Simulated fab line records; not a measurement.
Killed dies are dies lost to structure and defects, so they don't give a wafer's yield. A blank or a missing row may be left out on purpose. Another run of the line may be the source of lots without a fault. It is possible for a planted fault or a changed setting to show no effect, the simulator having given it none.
Which of the tools did it? || flow berkeley cmos170 || 15 lots, 45 wafers sampled, at 4 steps of a route of 331

== WHAT THE GAUGES READ, wafer by wafer ==
UCB170_V2_CD_MEAS_12: target cd 700 nm.
{"lot": "L396", "measured": "day 9 06:20", "on": "cd sem-01", "cd nm (nm)": "698.8 698.2 696.9"}
{"lot": "L397", "measured": "day 9 04:38", "on": "cd sem-02", "cd nm (nm)": "700.9 701.1 702.6"}
{"lot": "L398", "measured": "day 9 12:07", "on": "cd sem-02", "cd nm (nm)": "697.3 698.3 699.4"}
{"lot": "L399", "measured": "day 9 08:05", "on": "cd sem-01", "cd nm (nm)": "698.6 700.2 699.8"}
{"lot": "L400", "measured": "day 9 08:32", "on": "cd sem-01", "cd nm (nm)": "698.6 700.1 700.2"}
{"lot": "L401", "measured": "day 10 01:06", "on": "cd sem-02", "cd nm (nm)": "702.1 703.1 701.0"}
{"lot": "L402", "measured": "day 9 20:10", "on": "cd sem-02", "cd nm (nm)": "703.0 700.9 701.8"}
{"lot": "L403", "measured": "day 10 01:22", "on": "cd sem-01", "cd nm (nm)": "698.6 698.6 699.1"}
{"lot": "L408", "measured": "day 11 12:02", "on": "cd sem-01", "cd nm (nm)": "699.3 699.5 698.6"}
{"lot": "L409", "measured": "day 11 12:19", "on": "cd sem-02", "cd nm (nm)": "698.9 699.0 698.9"}
{"lot": "L411", "measured": "day 12 07:56", "on": "cd sem-01", "cd nm (nm)": "699.1 699.7 700.0"}
{"lot": "L414", "measured": "day 12 02:37", "on": "cd sem-02", "cd nm (nm)": "699.9 700.8 700.5"}
{"lot": "L415", "measured": "day 12 07:16", "on": "cd sem-02", "cd nm (nm)": "700.2 700.5 700.5"}
{"lot": "L416", "measured": "day 11 23:28", "on": "cd sem-01", "cd nm (nm)": "701.5 701.2 702.1"}
{"lot": "L412", "measured": "day 12 12:59", "on": "cd sem-01", "cd nm (nm)": "699.5 699.3 700.7"}

UCB170_M3_CD_MEAS_90: target cd 700 nm.
{"lot": "L396", "measured": "day 9 10:19", "on": "cd sem-02", "cd nm (nm)": "700 704 702"}
{"lot": "L397", "measured": "day 9 09:45", "on": "cd sem-02", "cd nm (nm)": "709 704 701"}
{"lot": "L398", "measured": "day 9 15:08", "on": "cd sem-02", "cd nm (nm)": "699 699 696"}
{"lot": "L399", "measured": "day 9 12:06", "on": "cd sem-01", "cd nm (nm)": "702 702 699"}
{"lot": "L400", "measured": "day 9 12:23", "on": "cd sem-01", "cd nm (nm)": "700 703 702"}
{"lot": "L401", "measured": "day 10 05:19", "on": "cd sem-02", "cd nm (nm)": "702 703 705"}
{"lot": "L402", "measured": "day 9 23:47", "on": "cd sem-02", "cd nm (nm)": "705 699 707"}
{"lot": "L403", "measured": "day 10 05:29", "on": "cd sem-02", "cd nm (nm)": "702 700 702"}
{"lot": "L408", "measured": "day 11 15:53", "on": "cd sem-01", "cd nm (nm)": "701 699 702"}
{"lot": "L409", "measured": "day 11 16:10", "on": "cd sem-02", "cd nm (nm)": "699 700 696"}
{"lot": "L411", "measured": "day 12 11:38", "on": "cd sem-02", "cd nm (nm)": "702 696 699"}
{"lot": "L414", "measured": "day 12 07:24", "on": "cd sem-01", "cd nm (nm)": "704 707 706"}
{"lot": "L415", "measured": "day 12 11:34", "on": "cd sem-01", "cd nm (nm)": "708 706 711"}
{"lot": "L416", "measured": "day 12 02:50", "on": "cd sem-01", "cd nm (nm)": "699 699 704"}
{"lot": "L412", "measured": "day 12 15:57", "on": "cd sem-02", "cd nm (nm)": "703 699 703"}

== TOOL THAT RAN EACH LOT (tool first, then ch and the chambers of the sampled wafers, then the start) ==
{"lot": "L396", "UCB170_SCREENOX_WET_ETCH_00": "wet bench-02 ch 2, day 6 10:17", "UCB170_M3_STRIP_19": "plasma asher-01 ch 0,1, day 9 10:13"}
{"lot": "L397", "UCB170_SCREENOX_WET_ETCH_00": "wet bench-02 ch 2, day 6 10:17", "UCB170_M3_STRIP_19": "plasma asher-03 ch 0,1, day 9 09:38"}
{"lot": "L398", "UCB170_SCREENOX_WET_ETCH_00": "wet bench-01 ch 0, day 6 14:35", "UCB170_M3_STRIP_19": "plasma asher-01 ch 0,1, day 9 15:02"}
{"lot": "L399", "UCB170_SCREENOX_WET_ETCH_00": "wet bench-01 ch 1, day 6 14:35", "UCB170_M3_STRIP_19": "plasma asher-01 ch 1, day 9 12:00"}
{"lot": "L400", "UCB170_SCREENOX_WET_ETCH_00": "wet bench-01 ch 3, day 6 14:35", "UCB170_M3_STRIP_19": "plasma asher-03 ch 0,1, day 9 12:17"}
{"lot": "L401", "UCB170_SCREENOX_WET_ETCH_00": "wet bench-01 ch 1, day 7 04:05", "UCB170_M3_STRIP_19": "plasma asher-01 ch 0,1, day 10 05:07"}
{"lot": "L402", "UCB170_SCREENOX_WET_ETCH_00": "wet bench-01 ch 3, day 7 04:05", "UCB170_M3_STRIP_19": "plasma asher-01 ch 0,1, day 9 23:41"}
{"lot": "L403", "UCB170_SCREENOX_WET_ETCH_00": "wet bench-01 ch 3, day 7 04:05", "UCB170_M3_STRIP_19": "plasma asher-03 ch 0,1, day 10 05:23"}
{"lot": "L408", "UCB170_SCREENOX_WET_ETCH_00": "wet bench-02 ch 1, day 8 08:32", "UCB170_M3_STRIP_19": "plasma asher-03 ch 0,1, day 11 15:47"}
{"lot": "L409", "UCB170_SCREENOX_WET_ETCH_00": "wet bench-02 ch 1, day 8 12:34", "UCB170_M3_STRIP_19": "plasma asher-04 ch 0,1, day 11 16:04"}
{"lot": "L411", "UCB170_SCREENOX_WET_ETCH_00": "wet bench-02 ch 1, day 9 03:20", "UCB170_M3_STRIP_19": "plasma asher-04 ch 0,1, day 12 11:31"}
{"lot": "L414", "UCB170_SCREENOX_WET_ETCH_00": "wet bench-02 ch 1, day 9 03:20", "UCB170_M3_STRIP_19": "plasma asher-01 ch 0,1, day 12 07:18"}
{"lot": "L415", "UCB170_SCREENOX_WET_ETCH_00": "wet bench-02 ch 0, day 9 03:20", "UCB170_M3_STRIP_19": "plasma asher-01 ch 0,1, day 12 11:27"}
{"lot": "L416", "UCB170_SCREENOX_WET_ETCH_00": "wet bench-02 ch 0, day 9 03:20", "UCB170_M3_STRIP_19": "plasma asher-01 ch 0,1, day 12 02:43"}
{"lot": "L412", "UCB170_SCREENOX_WET_ETCH_00": "wet bench-02 ch 1, day 9 15:26", "UCB170_M3_STRIP_19": "plasma asher-03 ch 0,1, day 12 15:51"}
- UCB170_SCREENOX_WET_ETCH_00: etches SiO2 in dHF, time 200 s.
- UCB170_M3_STRIP_19: strips in O2.

== AS READ BY THE TOOLS THEMSELVES (means over the sampled wafers that have a number; for cases with no such wafer, the mark the record gives instead) ==
UCB170_SCREENOX_WET_ETCH_00.
{"lot": "L396", "tool": "wet bench-02", "run length s (s)": 234.0}
{"lot": "L397", "tool": "wet bench-02", "run length s (s)": 233.9}
{"lot": "L398", "tool": "wet bench-01", "run length s (s)": 226.1}
{"lot": "L399", "tool": "wet bench-01", "run length s (s)": 225.9}
{"lot": "L400", "tool": "wet bench-01", "run length s (s)": 225.6}
{"lot": "L401", "tool": "wet bench-01", "run length s (s)": 125.6}
{"lot": "L402", "tool": "wet bench-01", "run length s (s)": 126.2}
{"lot": "L403", "tool": "wet bench-01", "run length s (s)": 126.8}
{"lot": "L408", "tool": "wet bench-02", "run length s (s)": 226.7}
{"lot": "L409", "tool": "wet bench-02", "run length s (s)": 226.3}
{"lot": "L411", "tool": "wet bench-02", "run length s (s)": 226.8}
{"lot": "L414", "tool": "wet bench-02", "run length s (s)": 227.8}
{"lot": "L415", "tool": "wet bench-02", "run length s (s)": 224.0}
{"lot": "L416", "tool": "wet bench-02", "run length s (s)": 223.4}
{"lot": "L412", "tool": "wet bench-02", "run length s (s)": 226.5}

UCB170_M3_STRIP_19.
{"lot": "L396", "tool": "plasma asher-01", "drypump motor current A (A)": 5.5, "oes product au (a.u.)": 0.552}
{"lot": "L397", "tool": "plasma asher-03", "drypump motor current A (A)": 6.2, "oes product au (a.u.)": 0.565}
{"lot": "L398", "tool": "plasma asher-01", "drypump motor current A (A)": 5.5, "oes product au (a.u.)": 0.545}
{"lot": "L399", "tool": "plasma asher-01", "drypump motor current A (A)": 5.5, "oes product au (a.u.)": 0.547}
{"lot": "L400", "tool": "plasma asher-03", "drypump motor current A (A)": 6.2, "oes product au (a.u.)": 0.538}
{"lot": "L401", "tool": "plasma asher-01", "drypump motor current A (A)": 5.5, "oes product au (a.u.)": 0.508}
{"lot": "L402", "tool": "plasma asher-01", "drypump motor current A (A)": 5.5, "oes product au (a.u.)": 0.561}
{"lot": "L403", "tool": "plasma asher-03", "drypump motor current A (A)": 6.2, "oes product au (a.u.)": 0.548}
{"lot": "L408", "tool": "plasma asher-03", "drypump motor current A (A)": 5.8, "oes product au (a.u.)": 0.540}
{"lot": "L409", "tool": "plasma asher-04", "drypump motor current A (A)": 5.6, "oes product au (a.u.)": 0.521}
{"lot": "L411", "tool": "plasma asher-04", "drypump motor current A (A)": 5.6, "oes product au (a.u.)": 0.547}
{"lot": "L414", "tool": "plasma asher-01", "drypump motor current A (A)": 5.5, "oes product au (a.u.)": 0.568}
{"lot": "L415", "tool": "plasma asher-01", "drypump motor current A (A)": 5.5, "oes product au (a.u.)": 0.567}
{"lot": "L416", "tool": "plasma asher-01", "drypump motor current A (A)": 5.5, "oes product au (a.u.)": 0.545}
{"lot": "L412", "tool": "plasma asher-03", "drypump motor current A (A)": 5.8, "oes product au (a.u.)": 0.547}

== THE ANSWER, worked out from the rows above alone ==
Rule: what is usual is taken from the lots themselves. Put in order of their means at a reading, lots are off if they are a third of the lots or fewer, leave a main group of 4 or more, and stand apart from it by a gap of 3 or more times the standard deviation of the main group's means; of several such gaps the widest counts. A main group is skipped when, at the precision printed for the reading in the tables above, its means are all equal. Also off: a lot with no number at a reading for which 4 or more lots have one. Any other lot the step has rows for is counted as sound. First the gauges in route order, then the tools' own readings, where a lot's mean is used as printed above. At the first step where some lot is off, the reading lying furthest off is the one used; lots without a number count as furthest.
Off, at UCB170_SCREENOX_WET_ETCH_00 on run length s: L401, L402, L403. Mean 227.2 s and standard deviation 3.2 in the main group.
A tool fits if, at that step or a process step before it, it ran every lot that is off, and no sound lot after the first of them. One candidate fits, namely wet bench-01 at UCB170_SCREENOX_WET_ETCH_00. Its last sound lot is L398 (day 6 14:35), its first lot that is off L401 (day 7 04:05): a fault that began between those two fits.
On the lots that are off, the tool's own readings at UCB170_SCREENOX_WET_ETCH_00 differ by more than 5 times the standard deviation of the sound lots' means, which bears it out; run length s reads 126.2 s there versus 227.2 s on the sound lots.

== WHAT HAD BEEN PUT IN BY THE SIMULATOR ==
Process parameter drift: wet bench-01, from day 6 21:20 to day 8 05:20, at UCB170_SCREENOX_WET_ETCH_00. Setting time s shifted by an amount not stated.
Struck lots among those shown: L402, L401, L403. The same result came from the rule above.
